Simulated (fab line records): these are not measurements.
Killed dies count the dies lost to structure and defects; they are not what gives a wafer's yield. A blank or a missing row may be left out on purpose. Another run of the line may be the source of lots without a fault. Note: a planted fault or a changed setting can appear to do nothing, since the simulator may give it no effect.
fab line records ; flow berkeley_cmos170
[record] lots = 5; wafers = 23
route steps=331 shown M2@281 V2@302 M3@310
start_h: hours from the record's opening day to when the first of the lot's shown wafers began ; wait_h: time in hours since the lot's previous step ; " repeats the value in the row above ; L1.1+2: a single row standing in for several wafers ; - no value present, or no start provided ; * or withheld: withheld ; < > ~ a bound
route shown NAME@n: names a module that has steps shown in the file, with the first one's number in the route ; usual: mean and standard deviation over wafers with no fault ; same: alike in all rows ; chamber/n: place in a boat ; sites: each site's reading ; _std_site: standard deviation across them ; _edge_site: mean of outer sites minus mean of inner sites ; radius_mm: for every site, how far away it sits from the centre of the wafer ; mask NAME#n: copy n ; behind: tool/chamber where the wafer was last shaped ; hold: reason for holding the lot/hours on hold/outcome of the hold ; device: whichever transistor did not switch (one of n, p or np) ; end of line: tests run on the same wafers once the route is complete ; where a step has no rows: the recipe by itself ; killed: not the wafer's yield, but the dies lost to structure and defects at the first sort ; map: per-die view of a wafer (x killed, . not killed, _ where there is no die)
set.NAME: setting as actually run; set.NAME@STEP: the setting as run at that earlier step ; model.NAME: the simulator's own value behind a step, which no gauge read
one table per step and one row per wafer, for lots whose settings were changed on purpose
[[steps]]
[step UCB170_M2_COAT_10]
[recipe] resist = KrF; spin_rpm = 1500; resist_thk_nm = 900
lot.wafer;tool;chamber;start_h;wait_h;set.spin_rpm;model.KrF_of_M2_COAT_10.thk_nm
L074.1;litho_track-04;0;-;-;1567;881.2
L074.2;litho_track-04;0;-;-;1500;899
L074.3+6;litho_track-04;0;-;-;1567;881.6
L074.4;litho_track-04;0;-;-;1500;896.9
L076.1;litho_track-02;0;-;-;1500;900.8
L076.2;litho_track-02;0;-;-;1500;901.8
L076.3+4;litho_track-02;0;-;-;1500;-
L076.6;litho_track-02;0;-;-;1500;900.7
L080.1+3+5;litho_track-03;0;-;-;1500;-
L080.4;litho_track-03;0;-;-;1500;897.3
L080.6;litho_track-03;0;-;-;1500;903
L079.1+5;litho_track-02;0;-;-;1500;-
L079.3;litho_track-02;0;-;-;1548;890.8
L079.4;litho_track-02;0;-;-;1500;904.9
L079.6;litho_track-02;0;-;-;1548;891
L082.1;litho_track-03;0;-;-;1500;901
L082.3;litho_track-03;0;-;-;1500;898.8
L082.4;litho_track-03;0;-;-;1500;901.2
[step UCB170_M2_SOFTBAKE_11]
[recipe] resist = KrF; temp_c = 130; time_s = 60
[step UCB170_M2_EXPOSE_12]
[recipe] mask_id = METAL2; target_cd_nm = 700; na = 0.5; sigma_outer = 0.6; source_shape = conventional; dose_mj = 26
[step UCB170_M2_ETCH_17]
[recipe] chemistry = N2/H2; target_depth_a = withheld; overetch_a = withheld; target = BARC; time_s = withheld; source_w = 500; bias_w = 100; pressure_mtorr = 30; n2_flow_sccm = 100; h2_flow_sccm = 200
[step UCB170_M2_METAL_ETCH_18]
[recipe] chemistry = Cl2/BCl3; target = Al; stop_on = SiO2; pressure_mtorr = 12; target_depth_a = 11700; over_etch_frac = 0.3; time_s = 195; icp_w = 600; bias_w = 120; Cl2_flow_sccm = 90; bcl3_flow_sccm = 45
[usual] oes_product_au = 0.853/0.01
lot.wafer;tool;chamber;start_h;wait_h;set.power_w@M2_SPUTTER_01;oes_product_au
L074.1;rie_metal-01;0;197.89;-;6229;0.860
L074.2;rie_metal-01;1;197.89;-;6229;0.886
L074.3;rie_metal-01;1;197.89;-;6000;0.866
L074.4;rie_metal-01;0;197.89;-;6000;0.850
L074.6;rie_metal-01;1;197.89;-;6000;0.871
L076.1;rie_metal-02;0;198.15;-;6000;0.842
L076.2;rie_metal-02;1;198.15;-;6000;0.845
L076.3;rie_metal-02;0;198.15;-;6461;0.888
L076.4;rie_metal-02;1;198.15;-;6461;0.880
L076.6;rie_metal-02;1;198.15;-;6000;0.843
L080.1;rie_metal-01;1;226.95;-;5688;0.851
L080.3;rie_metal-01;1;226.95;-;5688;0.846
L080.4;rie_metal-01;0;226.95;-;6000;0.860
L080.5;rie_metal-01;0;226.95;-;5688;0.843
L080.6;rie_metal-01;1;226.95;-;6000;0.861
L079.1;rie_metal-03;0;227.60;-;6415;0.880
L079.3;rie_metal-03;0;227.60;-;6000;0.858
L079.4;rie_metal-03;1;227.60;-;6000;0.853
L079.5;rie_metal-03;0;227.60;-;6415;0.887
L079.6;rie_metal-03;1;227.60;-;6000;0.855
L082.1;rie_metal-02;0;237.33;-;6000;0.853
L082.3;rie_metal-02;0;237.33;-;6000;0.839
L082.4;rie_metal-02;0;237.33;-;6000;0.844
[step UCB170_V2_PEB_10]
[recipe] peb_temp_c = 130; peb_time_s = withheld; resist = KrF
lot.wafer;tool;chamber;start_h;wait_h;set.peb_temp_c
L074.1+6;litho_track-01;0;199.94;0.1;133
L074.2+3+4;litho_track-01;0;199.94;0.1;130
L076.1+3;litho_track-03;0;200.08;0.1;130
L076.2+4+6;litho_track-03;0;200.08;0.1;127.9
L080.1+4+6;litho_track-03;0;228.81;0.1;130
L080.3+5;litho_track-03;0;228.81;0.1;127.3
L079.1+3;litho_track-01;0;230.03;0.4;127.6
L079.4+5+6;litho_track-01;0;230.03;0.4;130
L082.1+3+4;litho_track-02;0;239.44;0.2;130
[step UCB170_V2_DEVELOP_11]
[recipe] developer = TMAH; develop_time_s = 45; resist = KrF; dev_temp_c = 21
[step UCB170_V2_CD_MEAS_12]
[recipe] target_cd_nm = 700
[usual] cd_nm = 700.1/1.5
lot.wafer;tool;chamber;start_h;wait_h;set.peb_temp_c@V2_PEB_10;cd_nm
L074.1;cd_sem-02;-;200.22;-;133;717.1
L074.2;cd_sem-02;-;200.22;-;130;699.4
L074.3;cd_sem-02;-;200.22;-;130;699.9
L074.4;cd_sem-02;-;200.22;-;130;699.5
L074.6;cd_sem-02;-;200.22;-;133;716.8
L076.1;cd_sem-01;-;200.36;-;130;700.6
L076.2;cd_sem-01;-;200.36;-;127.9;685.3
L076.3;cd_sem-01;-;200.36;-;130;699.7
L076.4;cd_sem-01;-;200.36;-;127.9;686.8
L076.6;cd_sem-01;-;200.36;-;127.9;685.0
L080.1;cd_sem-02;-;229.08;-;130;701.3
L080.3;cd_sem-02;-;229.08;-;127.3;681.4
L080.4;cd_sem-02;-;229.08;-;130;701.6
L080.5;cd_sem-02;-;229.08;-;127.3;682.5
L080.6;cd_sem-02;-;229.08;-;130;700.4
L079.1;cd_sem-02;-;230.30;-;127.6;685.7
L079.3;cd_sem-02;-;230.30;-;127.6;684.8
L079.4;cd_sem-02;-;230.30;-;130;703.5
L079.5;cd_sem-02;-;230.30;-;130;703.1
L079.6;cd_sem-02;-;230.30;-;130;702.8
L082.1;cd_sem-01;-;239.71;-;130;698.1
L082.3;cd_sem-01;-;239.71;-;130;699.8
L082.4;cd_sem-01;-;239.71;-;130;698.5
[step UCB170_V2_ETCH_14]
[recipe] chemistry = CHF3/CF4/Ar; target = SiO2; stop_on = Al; CHF3_flow_sccm = 45; cf4_flow_sccm = 15; Ar_flow_sccm = 150; pressure_mtorr = 200; rf_w = 700; target_depth_a = 12500; over_etch_frac = 0.25; time_s = 291
lot.wafer;tool;chamber;start_h;wait_h;set.power_w@M2_SPUTTER_01;set.peb_temp_c@V2_PEB_10;model.Al_of_M2_SPUTTER_01.thk_nm;model.V2.cd_nm
L074.1;rie_diel-01;1;200.37;0.0;6229;133;937.3;717.9
L074.2;rie_diel-01;3;200.37;0.0;6229;130;941.5;699.4
L074.3;rie_diel-01;2;200.37;0.0;6000;130;905;699.7
L074.4;rie_diel-01;3;200.37;0.0;6000;130;893.5;700
L074.6;rie_diel-01;2;200.37;0.0;6000;133;911.8;716.7
L076.1;rie_diel-04;3;200.51;0.0;6000;130;910.3;700.6
L076.2;rie_diel-04;1;200.51;0.0;6000;127.9;909.2;685.3
L076.3;rie_diel-04;2;200.51;0.0;6461;130;972.6;699.6
L076.4;rie_diel-04;1;200.51;0.0;6461;127.9;974.9;686.2
L076.6;rie_diel-04;3;200.51;0.0;6000;127.9;903.3;684.8
L080.1;rie_diel-01;2;229.24;0.0;5688;130;876.9;701.4
L080.3;rie_diel-01;1;229.24;0.0;5688;127.3;879.7;681.8
L080.4;rie_diel-01;0;229.24;0.0;6000;130;910.9;701.2
L080.5;rie_diel-01;0;229.24;0.0;5688;127.3;874.5;682.4
L080.6;rie_diel-01;3;229.24;0.0;6000;130;920.5;700.4
L079.1;rie_diel-02;3;230.46;0.0;6415;127.6;968.8;684.8
L079.3;rie_diel-02;1;230.46;0.0;6000;127.6;916.6;684.4
L079.4;rie_diel-02;0;230.46;0.0;6000;130;911.4;702.7
L079.5;rie_diel-02;3;230.46;0.0;6415;130;977.2;702.8
L079.6;rie_diel-02;2;230.46;0.0;6000;130;914.1;701.9
L082.1;rie_diel-04;0;239.87;0.0;6000;130;895.9;697.6
L082.3;rie_diel-04;3;239.87;0.0;6000;130;888.7;699.2
L082.4;rie_diel-04;3;239.87;0.0;6000;130;886.7;699.3
[step UCB170_V2_STRIP_15]
[recipe] chemistry = O2; power_w = 400; pressure_mtorr = 3500; platen_temp_c = withheld; o2_flow_sccm = 400; overash_fraction = 0.5
[step UCB170_V2_CD_MEAS_90]
[recipe] target_cd_nm = 700
[usual] cd_nm = 700.1/1.5
lot.wafer;tool;chamber;start_h;wait_h;set.peb_temp_c@V2_PEB_10;cd_nm
L074.1;cd_sem-02;-;200.65;0.1;133;717.9
L074.2;cd_sem-02;-;200.65;0.1;130;698.8
L074.3;cd_sem-02;-;200.65;0.1;130;699.6
L074.4;cd_sem-02;-;200.65;0.1;130;700.5
L074.6;cd_sem-02;-;200.65;0.1;133;716.5
L076.1;cd_sem-02;-;200.79;0.1;130;700.5
L076.2;cd_sem-02;-;200.79;0.1;127.9;685.4
L076.3;cd_sem-02;-;200.79;0.1;130;700.0
L076.4;cd_sem-02;-;200.79;0.1;127.9;686.2
L076.6;cd_sem-02;-;200.79;0.1;127.9;684.6
L080.1;cd_sem-01;-;229.52;0.1;130;701.6
L080.3;cd_sem-01;-;229.52;0.1;127.3;681.9
L080.4;cd_sem-01;-;229.52;0.1;130;701.1
L080.5;cd_sem-01;-;229.52;0.1;127.3;682.4
L080.6;cd_sem-01;-;229.52;0.1;130;700.6
L079.1;cd_sem-02;-;230.74;0.1;127.6;684.6
L079.3;cd_sem-02;-;230.74;0.1;127.6;684.5
L079.4;cd_sem-02;-;230.74;0.1;130;702.6
L079.5;cd_sem-02;-;230.74;0.1;130;702.8
L079.6;cd_sem-02;-;230.74;0.1;130;702.1
L082.1;cd_sem-01;-;240.23;0.1;130;697.7
L082.3;cd_sem-01;-;240.23;0.1;130;699.5
L082.4;cd_sem-01;-;240.23;0.1;130;699.8
[step UCB170_M3_SPUTTER_01]
[recipe] material = Al; target_thk_nm = 900; time_s = 120; power_w = 6000; chamber_pressure_pa = 0.5
lot.wafer;tool;chamber;start_h;wait_h;set.time_s;model.Al_of_M3_SPUTTER_01.thk_nm
L074.1;pvd_sputter-03;-;200.84;0.0;120;916.2
L074.2;pvd_sputter-03;-;200.84;0.0;112.7;848.6
L074.3;pvd_sputter-03;-;200.84;0.0;112.7;857.3
L074.4;pvd_sputter-03;-;200.84;0.0;120;904.9
L074.6;pvd_sputter-03;-;200.84;0.0;112.7;850.3
L076.1;pvd_sputter-01;-;200.98;0.0;120;882.3
L076.2;pvd_sputter-01;-;200.98;0.0;105.8;781.5
L076.3;pvd_sputter-01;-;200.98;0.0;120;890.3
L076.4;pvd_sputter-01;-;200.98;0.0;105.8;786.2
L076.6;pvd_sputter-01;-;200.98;0.0;120;880
L080.1;pvd_sputter-04;-;229.70;0.0;112.1;839.7
L080.3;pvd_sputter-04;-;229.70;0.0;112.1;841.9
L080.4;pvd_sputter-04;-;229.70;0.0;120;902.5
L080.5;pvd_sputter-04;-;229.70;0.0;120;905.1
L080.6;pvd_sputter-04;-;229.70;0.0;120;896.8
L079.1;pvd_sputter-03;-;230.93;0.0;120;906.3
L079.3;pvd_sputter-03;-;230.93;0.0;120;913.4
L079.4;pvd_sputter-03;-;230.93;0.0;120;907.6
L079.5;pvd_sputter-03;-;230.93;0.0;120;908.7
L079.6;pvd_sputter-03;-;230.93;0.0;120;898.7
L082.1;pvd_sputter-03;-;240.41;0.0;120;900.1
L082.3;pvd_sputter-03;-;240.41;0.0;120;898.8
L082.4;pvd_sputter-03;-;240.41;0.0;120;895.5
[step UCB170_M3_RS_MEAS_02]
[recipe] thk_meas_gauge = four-point-probe; reads = Al_of_M3_SPUTTER_01
[usual] M3_AL_RS = 0.0321/0.00034
lot.wafer;tool;chamber;start_h;wait_h;set.time_s@M3_SPUTTER_01;M3_AL_RS[ohm/sq]
L074.1;film_metro-01;-;200.92;0.0;120;0.0316
L074.2;film_metro-01;-;200.92;0.0;112.7;0.0341
L074.3;film_metro-01;-;200.92;0.0;112.7;0.0338
L074.4;film_metro-01;-;200.92;0.0;120;0.0320
L074.6;film_metro-01;-;200.92;0.0;112.7;0.0340
L076.1;film_metro-04;-;201.07;0.0;120;0.0328
L076.2;film_metro-04;-;201.07;0.0;105.8;0.0370
L076.3;film_metro-04;-;201.07;0.0;120;0.0325
L076.4;film_metro-04;-;201.07;0.0;105.8;0.0368
L076.6;film_metro-04;-;201.07;0.0;120;0.0330
L080.1;film_metro-01;-;229.79;0.0;112.1;0.0344
L080.3;film_metro-01;-;229.79;0.0;112.1;0.0344
L080.4;film_metro-01;-;229.79;0.0;120;0.0321
L080.5;film_metro-01;-;229.79;0.0;120;0.0320
L080.6;film_metro-01;-;229.79;0.0;120;0.0322
L079.1;film_metro-04;-;231.01;0.0;120;0.0320
L079.3;film_metro-04;-;231.01;0.0;120;0.0317
L079.4;film_metro-04;-;231.01;0.0;120;0.0320
L079.5;film_metro-04;-;231.01;0.0;120;0.0318
L079.6;film_metro-04;-;231.01;0.0;120;0.0322
L082.1;film_metro-01;-;240.50;0.0;120;0.0321
L082.3;film_metro-01;-;240.50;0.0;120;0.0322
L082.4;film_metro-01;-;240.50;0.0;120;0.0323
[step UCB170_M3_THK_MEAS_03]
[recipe] thk_meas_gauge = xrf; reads = Al_of_M3_SPUTTER_01
[usual] M3_AL_THK = 918/8.8
lot.wafer;tool;chamber;start_h;wait_h;set.time_s@M3_SPUTTER_01;M3_AL_THK[nm]
L074.1;film_metro-01;-;201.04;0.1;120;931
L074.2;film_metro-01;-;201.04;0.1;112.7;860
L074.3;film_metro-01;-;201.04;0.1;112.7;873
L074.4;film_metro-01;-;201.04;0.1;120;915
L074.6;film_metro-01;-;201.04;0.1;112.7;858
L076.1;film_metro-04;-;201.19;0.1;120;901
L076.2;film_metro-04;-;201.19;0.1;105.8;796
L076.3;film_metro-04;-;201.19;0.1;120;908
L076.4;film_metro-04;-;201.19;0.1;105.8;801
L076.6;film_metro-04;-;201.19;0.1;120;896
L080.1;film_metro-01;-;229.91;0.1;112.1;851
L080.3;film_metro-01;-;229.91;0.1;112.1;855
L080.4;film_metro-01;-;229.91;0.1;120;913
L080.5;film_metro-01;-;229.91;0.1;120;916
L080.6;film_metro-01;-;229.91;0.1;120;910
L079.1;film_metro-04;-;231.13;0.1;120;923
L079.3;film_metro-04;-;231.13;0.1;120;923
L079.4;film_metro-04;-;231.13;0.1;120;918
L079.5;film_metro-04;-;231.13;0.1;120;919
L079.6;film_metro-04;-;231.13;0.1;120;912
L082.1;film_metro-01;-;240.62;0.1;120;917
L082.3;film_metro-01;-;240.62;0.1;120;914
L082.4;film_metro-01;-;240.62;0.1;120;911
[step UCB170_M3_METAL_ETCH_18]
[recipe] chemistry = Cl2/BCl3; target = Al; stop_on = SiO2; pressure_mtorr = 12; target_depth_a = 11700; over_etch_frac = 0.3; time_s = 195; icp_w = 600; bias_w = 120; Cl2_flow_sccm = 90; bcl3_flow_sccm = 45
lot.wafer;tool;chamber;start_h;wait_h;set.bias_w;model.KrF_of_M3_COAT_10.thk_nm
L074.1;rie_metal-04;0;202.99;-;111.7;238.1
L074.2+6;rie_metal-04;1;202.99;-;111.7;-
L074.3;rie_metal-04;1;202.99;-;120;-
L074.4;rie_metal-04;0;202.99;-;120;226.8
L076.1;rie_metal-02;1;203.23;-;129.9;186.4
L076.2+4;rie_metal-02;0;203.23;-;120;-
L076.3;rie_metal-02;1;203.23;-;120;201.9
L076.6;rie_metal-02;1;203.23;-;129.9;186.5
L080.1;rie_metal-03;0;232.40;-;120;-
L080.3;rie_metal-03;0;232.40;-;113.3;-
L080.4;rie_metal-03;1;232.40;-;113.3;242.2
L080.5;rie_metal-03;0;232.40;-;120;225.8
L080.6;rie_metal-03;1;232.40;-;113.3;243.2
L079.1;rie_metal-04;1;233.82;-;120;205.4
L079.3;rie_metal-04;1;233.82;-;129;190.1
L079.4;rie_metal-04;0;233.82;-;120;217.5
L079.5;rie_metal-04;1;233.82;-;129;188.9
L079.6;rie_metal-04;0;233.82;-;120;219.1
L082.1;rie_metal-04;1;242.74;-;120;197.3
L082.3;rie_metal-04;0;242.74;-;120;212.7
L082.4;rie_metal-04;1;242.74;-;120;198.9
[[key]]
[split] step = UCB170_M2_COAT_10; setting = spin_rpm; stated = 1500; by = wafer
[response] step = UCB170_M2_COAT_10; reading = model.KrF_of_M2_COAT_10.thk_nm; change = -3.84; per = 1%; r = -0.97
[split] step = UCB170_V2_PEB_10; setting = peb_temp_c; stated = 130; by = wafer
[response] step = UCB170_V2_CD_MEAS_12; reading = cd_nm; change = +8.7; per = 1%; r = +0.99
[response] step = UCB170_V2_ETCH_14; reading = model.V2.cd_nm; change = +8.73; per = 1%; r = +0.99
[response] step = UCB170_V2_CD_MEAS_90; reading = cd_nm; change = +8.76; per = 1%; r = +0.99
[split] step = UCB170_M3_SPUTTER_01; setting = time_s; stated = 120; by = wafer
[response] step = UCB170_M3_SPUTTER_01; reading = model.Al_of_M3_SPUTTER_01.thk_nm; change = +8.82; per = 1%; r = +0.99
[response] step = UCB170_M3_RS_MEAS_02; reading = M3_AL_RS; change = -0.000352; per = 1%; r = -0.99
[response] step = UCB170_M3_THK_MEAS_03; reading = M3_AL_THK; change = +8.98; per = 1%; r = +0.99
[split] step = UCB170_M3_METAL_ETCH_18; setting = bias_w; stated = 120; by = wafer
[response] step = UCB170_M3_METAL_ETCH_18; reading = model.KrF_of_M3_COAT_10.thk_nm; change = -2.58; per = 1%; r = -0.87
split outside_this_file step=UCB170_M2_SPUTTER_01 setting=power_w
// split outside_this_file: this setting was split too, and the file shows its column; the key of that split is in another file
